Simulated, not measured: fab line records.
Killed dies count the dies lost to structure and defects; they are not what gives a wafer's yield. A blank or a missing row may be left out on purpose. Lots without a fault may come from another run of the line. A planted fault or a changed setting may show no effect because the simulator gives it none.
fab line records	flow berkeleyCmos170
record lots=6	wafers=18	lastDay=11
route steps=331 shown V1@260 M2@271 V2@292 M3@331
lots that met no fault: taken from a fault-free run of the same line
startH: start of the lot's first displayed wafer, in hours after the record's first day	waitH: time in hours since the lot's previous step	" the same as in the row above	L1.1+2: one row covering several wafers at once	- either no value or no given start	* or withheld: withheld	< > ~ a bound
route shown NAME@n: names a module that has steps shown in the file, with the first one's number in the route	usual: mean/standard deviation taken from wafers without a fault	same: alike in all rows	chamber/n: place in a boat	sites: readings site by site	_std_site: their standard deviation	_edge_site: the outer-site mean with the inner-site mean subtracted	radiusMm: for every site, how far away it sits from the centre of the wafer	mask NAME#n: copy n	behind: the last tool/chamber to shape the wafer	hold: the reason the lot was held/the length of the hold in hours/how it ended	device: which transistor (n, p or np) failed to switch	end of line: the route-end tests of the same wafers	a step with no rows: only its recipe	killed: not the wafer's yield, but the dies lost to structure and defects at the first sort	map: a wafer's dies, marking killed ones x, the rest . and places with no die _
set.NAME: the setting as run; set.NAME@STEP: as run at that earlier step	model.NAME: the simulator's own value behind a step, which no gauge read
lots at selected steps of the route; one table per step, one row per wafer
services: from which hour (startH, from the record's first day; less than 0 if before it) a tool's chamber was out of use, for how many hours, and why
## steps
# step UCB170_V1_HMDS_06
# recipe primeTimeS=60	primeTempC=100
# step UCB170_V1_COAT_07
# recipe resist=KrF	spinRpm=1500	resistThkNm=900
# step UCB170_V1_SOFTBAKE_08
# recipe resist=KrF	tempC=130	timeS=60
# step UCB170_V1_EXPOSE_09
# recipe maskId=VIA1	targetCdNm=700	na=0.5	sigmaOuter=0.6	sourceShape=conventional	doseMj=37
# step UCB170_V1_PEB_10
# recipe pebTempC=130	pebTimeS=withheld	resist=KrF
# step UCB170_V1_DEVELOP_11
# recipe developer=TMAH	developTimeS=45	resist=KrF	devTempC=21
# step UCB170_V1_CD_MEAS_12
# recipe targetCdNm=700
# usual cdNm=700.2/1.2
lot.wafer	tool	chamber	startH	waitH	cdNm
L739.1	cdSem-02	-	179.38	-	699.7
L739.2	"	-	"	"	701.3
L739.4	"	-	"	"	700.7
L741.3	cdSem-01	-	202.03	-	700.5
L741.5	"	-	"	"	699.7
L741.6	"	-	"	"	701.1
L742.1	cdSem-02	-	202.16	-	700.3
L742.4	"	-	"	"	699.8
L742.6	"	-	"	"	699.7
L744.2	cdSem-02	-	202.66	-	700.4
L744.3	"	-	"	"	701.2
L744.4	"	-	"	"	699.9
L749.2	cdSem-01	-	223.98	-	698.3
L749.3	"	-	"	"	699.8
L749.6	"	-	"	"	698.0
L755.3	cdSem-01	-	259.70	-	696.6
L755.5	"	-	"	"	698.6
L755.6	"	-	"	"	699.1
# step UCB170_V1_OVL_MEAS_13
# usual V1_OVL=1/5.7
lot.wafer	tool	chamber	startH	waitH	V1_OVL[nm]
L739.1	overlay-02	-	179.50	0.1	-6
L739.2	"	-	"	"	0
L739.4	"	-	"	"	1
L741.3	overlay-01	-	202.12	0.1	7
L741.5	"	-	"	"	7
L741.6	"	-	"	"	4
L742.1	overlay-02	-	202.28	0.1	0
L742.4	"	-	"	"	3
L742.6	"	-	"	"	-1
L744.2	overlay-02	-	202.77	0.1	2
L744.3	"	-	"	"	3
L744.4	"	-	"	"	7
L749.2	overlay-02	-	224.09	0.1	13
L749.3	"	-	"	"	9
L749.6	"	-	"	"	14
L755.3	overlay-01	-	259.79	0.1	0
L755.5	"	-	"	"	0
L755.6	"	-	"	"	3
# step UCB170_V1_ETCH_14
# recipe chemistry=CHF3/CF4/Ar	target=SiO2	stopOn=Al	CHF3_flow_sccm=45	cf4FlowSccm=15	Ar_flow_sccm=150	pressureMtorr=200	rfW=700	targetDepthA=12500	overEtchFrac=0.25	timeS=291
# usual drypumpMotorCurrentA=5.88/0.28	oesProductAu=0.870/0.013	rfFwdPowerW=698.4/2.4	throttleValvePct=6.89/0.089
# same overEtchFrac=0.25
lot.wafer	tool	chamber	startH	waitH	drypumpMotorCurrentA	oesProductAu	rfFwdPowerW	rfHoursCounterH	throttleValvePct
L739.1	rieDiel-02	3	179.54	0.0	5.57	0.884	693.8	69	6.88
L739.2	"	1	"	"	5.70	0.849	699.8	11	6.82
L739.4	"	0	"	"	6.03	0.891	695.2	45	6.94
L741.3	rieDiel-02	3	202.15	0.0	5.57	0.879	695.3	70	6.87
L741.5	"	0	"	"	6.06	0.889	699.6	-	6.95
L741.6	"	3	"	"	5.57	0.875	697.2	-	6.89
L742.1	rieDiel-03	3	202.32	0.0	6.17	0.881	697.3	37	6.85
L742.4	"	0	"	"	5.59	0.875	701.8	92	6.83
L742.6	"	1	"	"	6.18	0.863	697.5	-	6.78
L744.2	rieDiel-02	2	202.80	0.0	5.74	0.854	700.7	21	6.91
L744.3	"	1	"	"	5.67	0.853	704.6	13	6.84
L744.4	"	2	"	"	5.76	0.856	700.7	-	6.91
L749.2	rieDiel-04	0	224.12	0.0	5.55	0.866	695.4	57	6.86
L749.3	"	3	"	"	6.46	0.852	698.4	4	6.73
L749.6	"	3	"	"	6.46	0.849	700.5	-	6.74
L755.3	rieDiel-04	0	259.82	0.0	5.55	0.860	698.4	58	6.88
L755.5	"	0	"	"	5.57	0.867	697.6	-	6.86
L755.6	"	3	"	"	6.51	0.845	696.8	-	6.73
# step UCB170_V1_STRIP_15
# recipe chemistry=O2	powerW=400	pressureMtorr=3500	platenTempC=withheld	o2FlowSccm=400	overashFraction=0.5
# usual drypumpMotorCurrentA=5.9/0.33	oesProductAu=0.721/0.0044	stripTimeToEndpointS=15.29/0.11
lot.wafer	tool	chamber	startH	waitH	drypumpMotorCurrentA	oesProductAu	rfHoursCounterH	stripTimeToEndpointS
L739.1	plasmaAsher-02	0	179.72	0.1	6.2	0.713	46	15.26
L739.2	"	1	"	"	5.8	0.721	46	15.30
L739.4	"	0	"	"	6.1	0.733	-	15.18
L741.3	plasmaAsher-02	0	202.36	0.1	6.1	0.724	-	15.44
L741.5	"	1	"	"	5.8	0.726	-	15.25
L741.6	"	0	"	"	6.2	0.726	-	15.31
L742.1	plasmaAsher-03	0	202.49	0.1	6.3	0.725	9	15.28
L742.4	"	1	"	"	6.0	0.726	-	15.03
L742.6	"	0	"	"	6.2	0.722	-	15.32
L744.2	plasmaAsher-02	0	202.98	0.1	6.1	0.723	49	15.12
L744.3	"	1	"	"	5.8	0.716	-	15.23
L744.4	"	0	"	"	6.1	0.723	-	15.07
L749.2	plasmaAsher-04	0	224.30	0.1	5.3	0.717	46	15.29
L749.3	"	0	"	"	5.3	0.722	-	15.40
L749.6	"	1	"	"	5.4	0.714	-	15.47
L755.3	plasmaAsher-04	0	260.03	0.1	5.3	0.716	-	15.27
L755.5	"	0	"	"	5.3	0.721	-	15.30
L755.6	"	1	"	"	5.4	0.724	-	15.52
# step UCB170_V1_CD_MEAS_90
# recipe targetCdNm=700
# usual cdNm=699.9/1.3
lot.wafer	tool	chamber	startH	waitH	cdNm
L739.1	cdSem-01	-	179.82	0.1	698.7
L739.2	"	-	"	"	699.6
L739.4	"	-	"	"	698.5
L741.3	cdSem-02	-	202.47	0.1	701.4
L741.5	"	-	"	"	698.9
L741.6	"	-	"	"	701.6
L742.1	cdSem-01	-	202.59	0.1	701.2
L742.4	"	-	"	"	700.4
L742.6	"	-	"	"	699.7
L744.2	cdSem-01	-	203.10	0.1	700.0
L744.3	"	-	"	"	700.4
L744.4	"	-	"	"	700.0
L749.2	cdSem-02	-	224.42	0.1	698.6
L749.3	"	-	"	"	699.8
L749.6	"	-	"	"	696.5
L755.3	cdSem-01	-	260.14	0.1	696.6
L755.5	"	-	"	"	698.5
L755.6	"	-	"	"	699.0
# step UCB170_M2_PRE_CLEAN_00
# recipe gas=Ar	precleanEtchTimeS=60
# step UCB170_M2_SPUTTER_01
# recipe material=Al	targetThkNm=900	timeS=120	powerW=6000	chamberPressurePa=0.5
# usual throttleValvePct=29.9/1.1
lot.wafer	tool	chamber	startH	waitH	throttleValvePct	model.Al_of_M2_SPUTTER_01.thkNm
L739.1	pvdSputter-02	-	180.00	0.0	29.7	893
L739.2	"	-	"	"	30.8	905.7
L739.4	"	-	"	"	30.3	903.5
L741.3	pvdSputter-04	-	202.61	0.0	28.5	894.5
L741.5	"	-	"	"	29.8	888.9
L741.6	"	-	"	"	30.2	893.2
L742.1	pvdSputter-02	-	202.78	0.0	29.7	904.4
L742.4	"	-	"	"	30.4	903.4
L742.6	"	-	"	"	30.7	910.8
L744.2	pvdSputter-04	-	203.26	0.0	28.4	901.6
L744.3	"	-	"	"	29.9	892.2
L744.4	"	-	"	"	28.6	413.6
L749.2	pvdSputter-04	-	224.58	0.0	28.0	906.2
L749.3	"	-	"	"	29.6	890.7
L749.6	"	-	"	"	28.4	424.8
L755.3	pvdSputter-02	-	260.28	0.0	30.5	896.2
L755.5	"	-	"	"	30.6	894.2
L755.6	"	-	"	"	29.8	895.6
# step UCB170_M2_RS_MEAS_02
# recipe thkMeasGauge=four-point-probe	reads=Al_of_M2_SPUTTER_01
# usual M2_AL_RS=0.0321/0.00032
lot.wafer	tool	chamber	startH	waitH	M2_AL_RS[ohm/sq]
L739.1	filmMetro-03	-	180.09	0.0	0.0323
L739.2	"	-	"	"	0.0320
L739.4	"	-	"	"	0.0321
L741.3	filmMetro-01	-	202.74	0.1	0.0324
L741.5	"	-	"	"	0.0326
L741.6	"	-	"	"	0.0324
L742.1	filmMetro-03	-	202.86	0.0	0.0320
L742.4	"	-	"	"	0.0321
L742.6	"	-	"	"	0.0318
L744.2	filmMetro-01	-	203.37	0.1	0.0321
L744.3	"	-	"	"	0.0325
L744.4	"	-	"	"	0.0709
L749.2	filmMetro-04	-	224.79	0.2	0.0319
L749.3	"	-	"	"	0.0325
L749.6	"	-	"	"	0.0691
L755.3	filmMetro-03	-	260.41	0.1	0.0323
L755.5	"	-	"	"	0.0324
L755.6	"	-	"	"	0.0324
# step UCB170_M2_THK_MEAS_03
# recipe thkMeasGauge=xrf	reads=Al_of_M2_SPUTTER_01
# usual M2_AL_THK=898/10
lot.wafer	tool	chamber	startH	waitH	M2_AL_THK[nm]
L739.1	filmMetro-03	-	180.21	0.1	884
L739.2	"	-	"	"	893
L739.4	"	-	"	"	890
L741.3	filmMetro-01	-	202.84	0.1	892
L741.5	"	-	"	"	884
L741.6	"	-	"	"	893
L742.1	filmMetro-03	-	202.98	0.1	895
L742.4	"	-	"	"	898
L742.6	"	-	"	"	903
L744.2	filmMetro-01	-	203.48	0.1	897
L744.3	"	-	"	"	890
L744.4	"	-	"	"	410
L749.2	filmMetro-04	-	224.90	0.1	910
L749.3	"	-	"	"	887
L749.6	"	-	"	"	426
L755.3	filmMetro-03	-	260.51	0.1	894
L755.5	"	-	"	"	892
L755.6	"	-	"	"	889
# step UCB170_M2_HMDS_04
# recipe primeTimeS=60	primeTempC=100
# step UCB170_M2_COAT_05
# recipe resist=KrF	spinRpm=1500	resistThkNm=900
# step UCB170_M2_SOFTBAKE_06
# recipe resist=KrF	tempC=130	timeS=60
# step UCB170_M2_STRIP_07
# recipe chemistry=O2	powerW=400	pressureMtorr=3500	platenTempC=withheld	o2FlowSccm=400	overashFraction=0.5
# usual drypumpMotorCurrentA=5.8/0.39	oesProductAu=0.734/0.0049	stripTimeToEndpointS=21.96/0.077
lot.wafer	tool	chamber	startH	waitH	drypumpMotorCurrentA	oesProductAu	rfHoursCounterH	stripTimeToEndpointS
L739.1	plasmaAsher-03	0	180.72	0.1	6.2	0.729	7	21.98
L739.2	"	1	"	"	6.1	0.737	7	21.99
L739.4	"	0	"	"	6.2	0.740	-	21.94
L741.3	plasmaAsher-01	0	203.36	0.1	6.2	0.735	-	21.96
L741.5	"	0	"	"	6.3	0.734	-	21.88
L741.6	"	1	"	"	5.8	0.736	-	21.90
L742.1	plasmaAsher-04	0	203.49	0.1	5.2	0.726	43	22.06
L742.4	"	1	"	"	5.4	0.741	-	22.00
L742.6	"	0	"	"	5.3	0.730	-	21.96
L744.2	plasmaAsher-01	0	203.98	0.1	6.3	0.729	52	22.08
L744.3	"	1	"	"	5.8	0.742	-	22.03
L744.4	"	0	"	"	6.3	0.736	-	22.02
L749.2	plasmaAsher-03	1	225.40	0.1	6.0	0.737	12	21.99
L749.3	"	0	"	"	6.2	0.728	-	21.94
L749.6	"	1	"	"	6.1	0.734	-	22.00
L755.3	plasmaAsher-01	0	261.04	0.1	6.3	0.737	-	22.08
L755.5	"	1	"	"	5.8	0.737	-	22.13
L755.6	"	0	"	"	6.3	0.736	-	22.08
# step UCB170_M2_STRIP_08
# recipe chemistry=DMSO	tempC=80	timeS=600	material=KrF
# step UCB170_M2_COAT_09
# recipe resist=BARC	tempC=withheld	timeS=withheld	spinRpm=3000	resistThkNm=withheld
# step UCB170_M2_COAT_10
# recipe resist=KrF	spinRpm=1500	resistThkNm=900
# step UCB170_M2_SOFTBAKE_11
# recipe resist=KrF	tempC=130	timeS=61.31
# step UCB170_M2_EXPOSE_12
# recipe maskId=METAL2	targetCdNm=700	na=0.5	sigmaOuter=0.6	sourceShape=conventional	doseMj=26
# step UCB170_M2_PEB_13
# recipe pebTempC=130	pebTimeS=withheld	resist=KrF
# step UCB170_M2_DEVELOP_14
# recipe developer=TMAH	developTimeS=45	resist=KrF	devTempC=21
# step UCB170_M2_CD_MEAS_15
# recipe targetCdNm=700
# usual cdNm=700.0/1.3
lot.wafer	tool	chamber	startH	waitH	cdNm
L739.1	cdSem-02	-	182.44	-	701.0
L739.2	"	-	"	"	699.7
L739.4	"	-	"	"	700.0
L741.3	cdSem-02	-	207.27	-	699.4
L741.5	"	-	"	"	698.2
L741.6	"	-	"	"	697.4
L742.1	cdSem-01	-	207.35	-	702.3
L742.4	"	-	"	"	700.5
L742.6	"	-	"	"	701.2
L744.2	cdSem-02	-	207.53	-	699.8
L744.3	"	-	"	"	699.5
L744.4	"	-	"	"	698.9
L749.2	cdSem-01	-	226.69	-	701.7
L749.3	"	-	"	"	701.7
L749.6	"	-	"	"	701.9
L755.3	cdSem-01	-	263.40	-	699.5
L755.5	"	-	"	"	699.6
L755.6	"	-	"	"	699.6
# step UCB170_M2_OVL_MEAS_16
# usual M2_OVL=-1/4.7
lot.wafer	tool	chamber	startH	waitH	M2_OVL[nm]
L739.1	overlay-01	-	182.56	0.1	-7
L739.2	"	-	"	"	-10
L739.4	"	-	"	"	-4
L741.3	overlay-01	-	207.36	0.1	-3
L741.5	"	-	"	"	-4
L741.6	"	-	"	"	2
L742.1	overlay-02	-	207.47	0.1	-3
L742.4	"	-	"	"	-6
L742.6	"	-	"	"	-1
L744.2	overlay-01	-	207.63	0.1	-4
L744.3	"	-	"	"	-3
L744.4	"	-	"	"	-6
L749.2	overlay-01	-	226.80	0.1	-2
L749.3	"	-	"	"	-4
L749.6	"	-	"	"	1
L755.3	overlay-02	-	263.49	0.1	-7
L755.5	"	-	"	"	-9
L755.6	"	-	"	"	-4
# step UCB170_M2_ETCH_17
# recipe chemistry=N2/H2	targetDepthA=withheld	overetchA=withheld	target=BARC	timeS=withheld	sourceW=500	biasW=100	pressureMtorr=30	n2FlowSccm=100	h2FlowSccm=200
# usual drypumpMotorCurrentA=5.8/0.32	oesProductAu=1.005/0.025	rfFwdPowerW=495.1/2.2	throttleValvePct=13.26/0.19
lot.wafer	tool	chamber	startH	waitH	drypumpMotorCurrentA	oesProductAu	rfFwdPowerW	throttleValvePct
L739.1	rieDiel-04	1	182.60	0.0	5.8	1.009	495.8	13.37
L739.2	"	2	"	"	6.0	1.002	494.7	13.44
L739.4	"	3	"	"	6.5	0.954	497.7	13.01
L741.3	rieDiel-02	2	207.39	0.0	5.8	0.979	493.5	13.26
L741.5	"	3	"	"	5.6	1.016	494.1	13.24
L741.6	"	0	"	"	6.1	1.038	497.6	13.20
L742.1	rieDiel-01	1	207.51	0.0	5.6	1.036	497.9	13.19
L742.4	"	3	"	"	6.1	1.041	492.4	13.65
L742.6	"	3	"	"	6.1	1.047	491.4	13.64
L744.2	rieDiel-02	0	207.66	0.0	6.1	1.041	495.0	13.20
L744.3	"	2	"	"	5.7	0.988	493.3	13.24
L744.4	"	1	"	"	5.7	0.990	496.5	13.15
L749.2	rieDiel-04	3	226.83	0.0	6.5	0.959	498.1	12.99
L749.3	"	0	"	"	5.5	1.001	497.8	13.18
L749.6	"	2	"	"	6.0	1.008	490.6	13.46
L755.3	rieDiel-04	3	263.52	0.0	6.5	0.959	496.7	13.01
L755.5	"	0	"	"	5.6	1.005	495.9	13.17
L755.6	"	1	"	"	5.8	1.003	495.8	13.36
# step UCB170_M2_METAL_ETCH_18
# recipe chemistry=Cl2/BCl3	target=Al	stopOn=SiO2	pressureMtorr=12	targetDepthA=11700	overEtchFrac=0.2854	timeS=195	icpW=600	biasW=120	Cl2_flow_sccm=90	bcl3FlowSccm=45
# usual drypumpMotorCurrentA=5.7/0.55	oesProductAu=0.856/0.012	rfFwdPowerW=597.6/1.7	throttleValvePct=24.23/0.26
# same overEtchFrac=0.2854
lot.wafer	tool	chamber	startH	waitH	drypumpMotorCurrentA	oesProductAu	rfFwdPowerW	rfHoursCounterH	throttleValvePct
L739.1	rieMetal-01	1	182.64	-	5.5	0.839	600.1	7	24.12
L739.2	"	0	"	"	6.3	0.850	596.3	11	24.46
L739.4	"	1	"	"	5.5	0.860	600.0	-	24.10
L741.3	rieMetal-03	0	207.49	-	5.1	0.850	595.0	-	23.89
L741.5	"	0	"	"	5.1	0.842	599.0	-	23.90
L741.6	"	1	"	"	6.3	0.868	598.7	-	24.04
L742.1	rieMetal-02	1	207.55	-	5.7	0.850	596.8	3	24.64
L742.4	"	1	"	"	5.6	0.850	597.7	-	24.63
L742.6	"	0	"	"	4.9	0.879	600.5	-	24.33
L744.2	rieMetal-03	1	207.70	-	6.3	0.871	595.3	9	24.03
L744.3	"	0	"	"	5.1	0.842	597.6	-	23.89
L744.4	"	1	"	"	6.3	0.604	595.4	-	24.16
L749.2	rieMetal-01	0	226.93	-	6.3	0.845	600.6	-	24.47
L749.3	"	0	"	"	6.4	0.845	600.1	-	24.47
L749.6	"	0	"	"	6.3	0.596	602.3	-	24.59
L755.3	rieMetal-02	1	263.62	-	5.7	0.835	598.4	-	24.64
L755.5	"	1	"	"	5.7	0.847	599.1	-	24.65
L755.6	"	0	"	"	4.9	0.867	598.9	-	24.32
# step UCB170_M2_STRIP_19
# recipe chemistry=O2	powerW=400	pressureMtorr=3500	platenTempC=withheld	o2FlowSccm=400	overashFraction=0.5
# step UCB170_M2_CD_MEAS_90
# recipe targetCdNm=700
# usual cdNm=702/3.6
lot.wafer	tool	chamber	startH	waitH	cdNm
L739.1	cdSem-01	-	182.93	0.1	706
L739.2	"	-	"	"	704
L739.4	"	-	"	"	704
L741.3	cdSem-02	-	207.76	0.1	699
L741.5	"	-	"	"	697
L741.6	"	-	"	"	701
L742.1	cdSem-01	-	207.90	0.1	705
L742.4	"	-	"	"	703
L742.6	"	-	"	"	705
L744.2	cdSem-01	-	208.16	0.2	699
L744.3	"	-	"	"	698
L744.4	"	-	"	"	697
L749.2	cdSem-01	-	227.36	0.1	709
L749.3	"	-	"	"	709
L749.6	"	-	"	"	712
L755.3	cdSem-02	-	263.97	0.2	702
L755.5	"	-	"	"	701
L755.6	"	-	"	"	700
# step UCB170_V2_CVD_00
# recipe material=SiO2	targetThkNm=2000	tempC=390	precursor=TEOS/O2	timeS=250	rfW=550	pressureMtorr=9000
# step UCB170_V2_THK_MEAS_01
# recipe reads=SiO2_of_V2_CVD_00
# usual V2_TEOS_THK=1991/28
lot.wafer	tool	chamber	startH	waitH	V2_TEOS_THK[nm]
L739.1	filmMetro-04	-	183.20	0.1	2003
L739.2	"	-	"	"	2000
L739.4	"	-	"	"	2022
L741.3	filmMetro-03	-	208.01	0.1	2007
L741.5	"	-	"	"	2025
L741.6	"	-	"	"	2044
L742.1	filmMetro-04	-	208.18	0.1	1982
L742.4	"	-	"	"	2026
L742.6	"	-	"	"	2005
L744.2	filmMetro-04	-	208.44	0.1	1943
L744.3	"	-	"	"	1966
L744.4	"	-	"	"	2007
L749.2	filmMetro-03	-	227.67	0.1	1997
L749.3	"	-	"	"	1982
L749.6	"	-	"	"	2034
L755.3	filmMetro-02	-	264.23	0.1	1993
L755.5	"	-	"	"	2027
L755.6	"	-	"	"	2047
# step UCB170_V2_CMP_02
# recipe material=SiO2	downForcePsi=6	platenRpm=60	padVelocityMS=0.75398
# usual motorCurrentA=16.0/1.3	slurryFlowMlMin=150.0/0.46
lot.wafer	tool	chamber	startH	waitH	motorCurrentA	slurryFlowMlMin
L739.4	cmp-01	2	183.31	0.1	15.9	149.6
L739.1	"	3	"	"	14.8	150.1
L739.2	"	0	"	"	14.4	150.6
L741.3	cmp-02	1	208.20	0.2	14.3	150.1
L741.5	"	2	"	"	15.4	150.2
L741.6	"	3	"	"	18.3	149.4
L742.4	cmp-01	2	208.24	0.0	15.9	150.8
L742.1	"	1	"	"	17.6	150.5
L742.6	"	2	"	"	14.7	149.6
L744.3	cmp-02	3	208.49	0.0	17.3	150.3
L744.4	"	1	"	"	15.4	150.3
L744.2	"	2	"	"	15.3	149.5
L749.3	cmp-01	2	227.72	0.0	16.2	150.7
L749.2	"	3	"	"	15.6	149.9
L749.6	"	3	"	"	15.5	150.0
L755.3	cmp-02	0	264.32	0.1	17.0	149.5
L755.6	"	3	"	"	18.3	150.3
L755.5	"	0	"	"	16.5	149.9
# step UCB170_V2_BOW_MEAS_03
# recipe mode=bow
# usual V2_BOW=36/7.8
lot.wafer	tool	chamber	startH	waitH	V2_BOW[um]
L739.1	filmMetro-03	-	183.56	0.1	35
L739.2	"	-	"	"	30
L739.4	"	-	"	"	33
L741.3	filmMetro-03	-	208.39	0.1	38
L741.5	"	-	"	"	45
L741.6	"	-	"	"	41
L742.1	filmMetro-04	-	208.54	0.1	30
L742.4	"	-	"	"	37
L742.6	"	-	"	"	19
L744.2	filmMetro-02	-	208.81	0.1	47
L744.3	"	-	"	"	55
L744.4	"	-	"	"	38
L749.2	filmMetro-04	-	228.04	0.2	33
L749.3	"	-	"	"	32
L749.6	"	-	"	"	39
L755.3	filmMetro-04	-	264.61	0.2	41
L755.5	"	-	"	"	29
L755.6	"	-	"	"	45
# step UCB170_V2_THK_MEAS_04
# recipe reads=SiO2_of_V2_CVD_00
# usual V2_POLISHED_THK=999.7/1.2
lot.wafer	tool	chamber	startH	waitH	V2_POLISHED_THK[nm]
L739.1	filmMetro-03	-	183.68	0.1	999.9
L739.2	"	-	"	"	1002.0
L739.4	"	-	"	"	1001.2
L741.3	filmMetro-03	-	208.49	0.1	997.2
L741.5	"	-	"	"	997.2
L741.6	"	-	"	"	997.8
L742.1	filmMetro-04	-	208.66	0.1	999.6
L742.4	"	-	"	"	1000.3
L742.6	"	-	"	"	1001.2
L744.2	filmMetro-02	-	208.92	0.1	998.9
L744.3	"	-	"	"	998.5
L744.4	"	-	"	"	999.1
L749.2	filmMetro-04	-	228.15	0.1	1000.2
L749.3	"	-	"	"	1000.2
L749.6	"	-	"	"	999.6
L755.3	filmMetro-04	-	264.71	0.1	999.8
L755.5	"	-	"	"	998.4
L755.6	"	-	"	"	998.5
# step UCB170_V2_CLEAN_05
# recipe chemistry=DIW
# step UCB170_V2_HMDS_06
# recipe primeTimeS=60	primeTempC=100
# step UCB170_V2_COAT_07
# recipe resist=KrF	spinRpm=1500	resistThkNm=900
# step UCB170_V2_SOFTBAKE_08
# recipe resist=KrF	tempC=130	timeS=60
# step UCB170_V2_EXPOSE_09
# recipe maskId=VIA2	targetCdNm=700	na=0.5	sigmaOuter=0.6	sourceShape=conventional	doseMj=37
# step UCB170_V2_ETCH_14
# recipe chemistry=CHF3/CF4/Ar	target=SiO2	stopOn=Al	CHF3_flow_sccm=45	cf4FlowSccm=15	Ar_flow_sccm=150	pressureMtorr=200	rfW=700	targetDepthA=12500	overEtchFrac=0.25	timeS=291
# usual drypumpMotorCurrentA=5.78/0.29	oesProductAu=0.878/0.012	rfFwdPowerW=698.3/2.4	throttleValvePct=6.92/0.13
# same overEtchFrac=0.25
lot.wafer	tool	chamber	startH	waitH	drypumpMotorCurrentA	oesProductAu	rfFwdPowerW	rfHoursCounterH	throttleValvePct	model.Al_of_M2_SPUTTER_01.thkNm
L739.1	rieDiel-01	0	185.98	0.0	5.25	0.880	695.3	56	7.10	892.9
L739.2	"	2	"	"	5.83	0.886	695.7	0	6.72	905.4
L739.4	"	3	"	"	6.10	0.901	697.3	4	7.19	903.4
L741.3	rieDiel-02	2	211.11	0.0	5.75	0.865	695.1	22	6.92	894.4
L741.5	"	1	"	"	5.70	0.854	697.4	-	6.82	888.9
L741.6	"	2	"	"	5.75	0.860	697.3	-	6.91	893.1
L742.1	rieDiel-01	2	212.10	0.0	5.87	0.879	700.3	1	6.70	904
L742.4	"	3	"	"	6.09	0.897	695.2	5	7.18	903.3
L742.6	"	3	"	"	6.06	0.891	695.6	-	7.20	910.7
L744.2	rieDiel-02	2	212.11	0.0	5.76	0.853	697.0	22	6.91	901.5
L744.3	"	0	"	"	6.08	0.895	695.7	46	6.94	892.2
L744.4	"	3	"	"	5.56	0.885	701.0	71	6.89	413.5
L749.2	rieDiel-02	0	230.70	0.0	6.05	0.890	698.7	47	6.95	906.2
L749.3	"	3	"	"	5.56	0.886	697.8	72	6.88	890.6
L749.6	"	3	"	"	5.57	0.883	698.6	-	6.89	424.7
L755.3	rieDiel-02	2	266.92	0.0	5.75	0.859	696.7	25	6.91	896.1
L755.5	"	3	"	"	5.56	0.882	699.4	-	6.87	894.1
L755.6	"	2	"	"	5.80	0.860	697.2	-	6.92	895.5
# step UCB170_M3_PROBE_99
lot.wafer	tool	chamber	startH	waitH	model.etest.antennaM2.vtShiftV
L739.1	prober-02	-	189.78	0.1	-0.01566
L739.2	prober-02	-	189.83	0.1	-0.01317
L739.4	prober-02	-	189.93	0.2	-0.01592
L741.3	prober-02	-	217.13	0.2	-0.01351
L741.5	prober-02	-	217.23	0.2	-0.01495
L741.6	prober-02	-	217.28	0.2	-0.01404
L742.1	prober-01	-	218.21	0.1	-0.01508
L742.4	prober-01	-	218.36	0.2	-0.01139
L742.6	prober-01	-	218.46	0.2	-0.01253
L744.2	prober-02	-	218.53	0.1	-0.01554
L744.3	prober-02	-	218.58	0.2	-0.01476
L744.4	prober-02	-	218.63	0.2	-0.02654
L749.2	prober-02	-	235.71	0.1	-0.01455
L749.3	prober-02	-	235.76	0.2	-0.01104
L749.6	prober-02	-	235.91	0.2	-0.02381
L755.3	prober-02	-	272.00	0.2	-0.01762
L755.5	prober-02	-	272.10	0.2	-0.01209
L755.6	prober-02	-	272.15	0.2	-0.01166
# killed by level:class
L739.1 PWELL:areaEtch=2 SPACER:geometricParticle:short=1 M1:geometricParticle:short=1
L739.2 SPACER:geometricParticle:short=2 ACTIVE:geometricParticle:short=1 PWELL:areaEtch=1
L739.4 GATE:geometricParticle:open=2 START:geometricParticle:open=1 GATE:geometricParticle:short=1 SILICIDE:geometricParticle:short=1 V1:geometricParticle:open=1 PWELL:areaEtch=1
L741.3 GATE:geometricParticle:open=2 M1:geometricParticle:short=2 SCREENOX:geometricParticle:open=1
L741.5 ACTIVE:geometricParticle:short=1 GATE:geometricParticle:open=1 SILICIDE:geometricParticle:open=1 V1:geometricParticle:short=1
L741.6 GATE:geometricParticle:open=1 V1:geometricParticle:open=1
L742.1 WELLDRIVE:geometricParticle:short=1 SACOX:geometricParticle:open=1 GATE:geometricParticle:short=1 GATE:geometricParticle:open=1 SPACER:geometricParticle:open=1 SPACER:geometricParticle:short=1
L742.4 M1:geometricParticle:open=2 GATE:geometricParticle:short=1 SPACER:geometricParticle:open=1
L742.6 FIELD:geometricParticle:open=1 GATE:geometricParticle:short=1
L755.3 M1:geometricParticle:short=2 SACOX:geometricParticle:open=1 SPACER:geometricParticle:open=1 SILICIDE:geometricParticle:short=1 M2:geometricParticle:open=1
L755.5 GATE:geometricParticle:short=1
L755.6 WELLDRIVE:geometricParticle:open=1 GATE:geometricParticle:short=1 M2:geometricParticle:short=1
## services
tool	chamber	startH	hours	kind
cmp-01	-	159.01	6.3	pm
cmp-02	-	160.92	14.8	repair
cmp-01	-	174.16	0.5	repair
cmp-02	-	178.97	0.6	repair
rieDiel-02	0	180.42	9.3	repair
rieDiel-02	0	202.64	1.3	repair
rieMetal-01	1	209.80	4.3	repair
pvdSputter-02	-	215.22	1.0	repair
rieDiel-01	-	216.77	14.6	pm
pvdSputter-04	-	224.76	0.6	repair
rieMetal-01	1	226.22	7.5	repair
cmp-01	-	232.00	4.0	pm
rieDiel-01	2	232.90	12.3	repair
rieDiel-02	2	233.91	2.1	repair
rieDiel-02	1	235.18	3.6	repair
plasmaAsher-01	-	235.89	4.4	repair
cmp-01	-	237.89	1.1	repair
rieDiel-02	-	238.27	0.1	repair
pvdSputter-02	-	245.74	7.2	repair
rieDiel-01	2	257.02	3.8	repair
plasmaAsher-02	-	257.39	1.7	repair
pvdSputter-04	-	261.10	8.2	repair
cmp-02	-	261.16	1.2	repair
plasmaAsher-01	-	266.37	1.7	repair
## key
firstSign step=UCB170_M2_RS_MEAS_02	reading=M2_AL_RS	direction=up	sigmas=99+	usual=0.0321	struck=0.0700
effect step=UCB170_M2_THK_MEAS_03	reading=M2_AL_THK	direction=down	sigmas=48	usual=898	struck=418
effect step=UCB170_M2_METAL_ETCH_18	reading=oesProductAu	direction=down	sigmas=21	usual=0.856	struck=0.600
modelEffect step=UCB170_M2_SPUTTER_01	value=Al_of_M2_SPUTTER_01.thkNm	without=893.5	struck=419.2
modelEffect step=UCB170_V2_ETCH_14	value=Al_of_M2_SPUTTER_01.thkNm	without=893.4	struck=419.1
modelEffect step=UCB170_M3_PROBE_99	value=etest.antennaM2.vtShiftV	without=-0.01383	struck=-0.02518
metAt UCB170_M2_SPUTTER_01
struckWafers L744.4,L749.6
sortLeftOut L744.4,L749.6
onsetBetween 202.61 203.26
fault kind=processParameterDrift	tool=pvdSputter-04	chamber=-	onsetH=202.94	steps=UCB170_M2_SPUTTER_01	channel=timeS	offset=*	shape=step	endH=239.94	actsIn=*	stated=*	scope=struckWafersOnly
# sortLeftOut: the simulated sort isn't trusted on such a fault, so these wafers' sort isn't shown, and their yield isn't known
